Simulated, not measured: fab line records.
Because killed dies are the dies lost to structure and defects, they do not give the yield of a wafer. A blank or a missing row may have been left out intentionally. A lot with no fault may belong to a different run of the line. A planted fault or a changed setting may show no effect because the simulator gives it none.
Which tool is to blame? | flow berkeley-cmos170 | 11 lots, 33 wafers sampled, at 5 steps of a route of 331

== WHAT THE GAUGES READ, wafer by wafer ==
UCB170_START_BOW_MEAS_00. Usual: INCOMING_BOW 0 um, standard deviation 7.
lot  | measured    | on            | INCOMING_BOW (um) | flag
L657 | day 1 10:02 | film-metro-03 | 3 -5 2            |
L658 | day 1 15:01 | film-metro-03 | -1 -2 -13         |
L659 | day 1 20:02 | film-metro-02 | 11 15 2           |
L662 | day 2 11:00 | film-metro-02 | -9 -11 5          |
L663 | day 2 16:01 | film-metro-01 | 10 7 2            |
L664 | day 2 21:00 | film-metro-01 | -1 -1 -7          |
L665 | day 3 02:00 | film-metro-01 | -8 6 2            |
L666 | day 3 07:00 | film-metro-02 | -9 -9 4           |
L669 | day 3 22:01 | film-metro-02 | 3 5 15            |
L670 | day 4 03:01 | film-metro-03 | -3 0 1            |
L680 | day 6 05:00 | film-metro-01 | -1 8 10           |

UCB170_NWELL_THK_MEAS_05. Usual: NWELL_NITRIDE_THK 224.5 nm, standard deviation 2.
lot  | measured    | on            | NWELL_NITRIDE_THK (nm)              | flag
L657 | day 2 04:37 | film-metro-02 | 222.3 223.4 222.9                   |
L658 | day 2 10:40 | film-metro-04 | 223.4 225.1 222.8                   |
L659 | day 2 17:28 | film-metro-03 | 226.8 226.3 226.8                   |
L662 | day 3 00:20 | film-metro-03 | 223.1 225.1 221.6                   |
L663 | day 3 06:27 | film-metro-02 | 224.1 222.6 223.0                   |
L664 | day 3 21:43 | film-metro-02 | 239.1 238.5 237.2 239.4 238.6 236.8 | OFF
L665 | day 4 01:59 | film-metro-04 | 223.6 223.5 224.5                   |
L666 | day 4 07:27 | film-metro-04 | 236.9 236.8 237.2 236.6 237.2 237.2 | OFF
L669 | day 4 18:33 | film-metro-02 | 225.5 222.0 223.4                   |
L670 | day 5 03:52 | film-metro-04 | 223.9 223.5 222.4                   |
L680 | day 7 05:53 | film-metro-02 | 219.9 221.8 220.1                   |

UCB170_NWELL_OVL_MEAS_12. Usual: NWELL_OVL 1 nm, standard deviation 6.
lot  | measured    | on         | NWELL_OVL (nm) | flag
L657 | day 2 05:50 | overlay-02 | 3 6 0          |
L658 | day 2 11:43 | overlay-01 | 0 10 0         |
L659 | day 2 18:46 | overlay-02 | -12 1 -1       |
L662 | day 3 01:53 | overlay-02 | 0 8 0          |
L663 | day 3 07:21 | overlay-01 | 3 2 -4         |
L664 | day 4 01:01 | overlay-02 | 4 3 4          |
L665 | day 4 02:53 | overlay-01 | 5 5 9          |
L666 | day 4 10:27 | overlay-01 | -5 -1 5        |
L669 | day 4 19:26 | overlay-02 | -13 8 -7       |
L670 | day 5 05:14 | overlay-01 | 6 11 1         |
L680 | day 7 07:16 | overlay-02 | -3 2 -2        |

UCB170_ACTIVE_CD_MEAS_90: target cd 1200 nm. Usual: cd-nm reads 1200.1 nm (standard deviation 1.6).
lot  | measured    | on        | cd-nm (nm)           | flag
L657 | day 4 07:41 | cd-sem-01 | 1201.7 1202.4 1202.9 |
L658 | day 4 07:26 | cd-sem-01 | 1198.3 1197.4 1198.4 |
L659 | day 4 17:14 | cd-sem-02 | 1201.4 1199.2 1201.2 |
L662 | day 5 07:38 | cd-sem-02 | 1199.4 1199.5 1199.3 |
L663 | day 5 14:27 | cd-sem-02 | 1199.2 1199.1 1198.1 |
L664 | day 6 01:36 | cd-sem-02 | 1199.6 1199.3 1199.1 |
L665 | day 6 01:29 | cd-sem-01 | 1200.0 1198.9 1199.1 |
L666 | day 6 09:03 | cd-sem-02 | 1200.5 1199.3 1200.5 |
L669 | day 6 17:20 | cd-sem-01 | 1200.4 1201.5 1201.6 |
L670 | day 7 05:26 | cd-sem-02 | 1201.9 1201.6 1201.0 |
L680 | day 9 14:19 | cd-sem-02 | 1199.0 1198.8 1198.9 |

== WHAT TOOL EACH LOT RAN ON (gives the tool, then ch and the chambers of the sampled wafers, and finally the start) ==
lot  | UCB170_NWELL_CVD_04
L657 | lpcvd-01 ch 1, day 2 02:40
L658 | lpcvd-02 ch 0, day 2 08:43
L659 | lpcvd-02 ch 0, day 2 15:31
L662 | lpcvd-01 ch 1, day 2 22:25
L663 | lpcvd-01 ch 0, day 3 04:31
L664 | lpcvd-01 ch 1, day 3 19:47
L665 | lpcvd-02 ch 1, day 4 00:04
L666 | lpcvd-01 ch 1, day 4 05:31
L669 | lpcvd-02 ch 0, day 4 16:34
L670 | lpcvd-01 ch 0, day 5 01:55
L680 | lpcvd-01 ch 0, day 7 03:56
- UCB170_NWELL_CVD_04: deposits Si3N4 from SiH2Cl2/NH3, target thk 224 nm, time 3360 s.

== AS READ BY THE TOOLS THEMSELVES (means over the sampled wafers that have a number; for cases with no such wafer, the mark the record gives instead) ==
UCB170_NWELL_CVD_04. Usual: sih2cl2-flow-sccm reads 25.01 sccm (standard deviation 0.084).
lot  | tool     | sih2cl2-flow-sccm (sccm) | flag
L657 | lpcvd-01 | 25.01                    |
L658 | lpcvd-02 | 24.93                    |
L659 | lpcvd-02 | 24.97                    |
L662 | lpcvd-01 | 24.97                    |
L663 | lpcvd-01 | 25.16                    |
L664 | lpcvd-01 | 30.03                    | OFF
L665 | lpcvd-02 | 25.17                    |
L666 | lpcvd-01 | 30.03                    | OFF
L669 | lpcvd-02 | 25.07                    |
L670 | lpcvd-01 | 24.96                    |
L680 | lpcvd-01 | 25.07                    |

== THE ANSWER, worked out from the rows above alone ==
Rule: lot off if the mean of its wafers having a number is beyond 3 standard deviations from the usual mean. Also off: a lot with no number at a reading for which 4 or more lots have one. Where the step has rows for the other lots, those lots are counted as sound. The gauges are gone through in route order, then the tools' own readings, and for those a lot's mean is taken as printed above. At the first step where some lot is off, the reading lying furthest off is the one used; lots without a number count as furthest.
Off: L664, L666, seen at UCB170_NWELL_THK_MEAS_05 (NWELL_NITRIDE_THK).
If a tool, at a process step before that reading, ran all the lots that are off and no sound lot after the first of them, it fits. Not tried: the gauges at UCB170_NWELL_THK_MEAS_05; whatever is off there is also off at UCB170_NWELL_CVD_04, on other tools, and gauge error can't account for it. No candidate that was tried fits.

== WHAT HAD BEEN PUT IN BY THE SIMULATOR ==
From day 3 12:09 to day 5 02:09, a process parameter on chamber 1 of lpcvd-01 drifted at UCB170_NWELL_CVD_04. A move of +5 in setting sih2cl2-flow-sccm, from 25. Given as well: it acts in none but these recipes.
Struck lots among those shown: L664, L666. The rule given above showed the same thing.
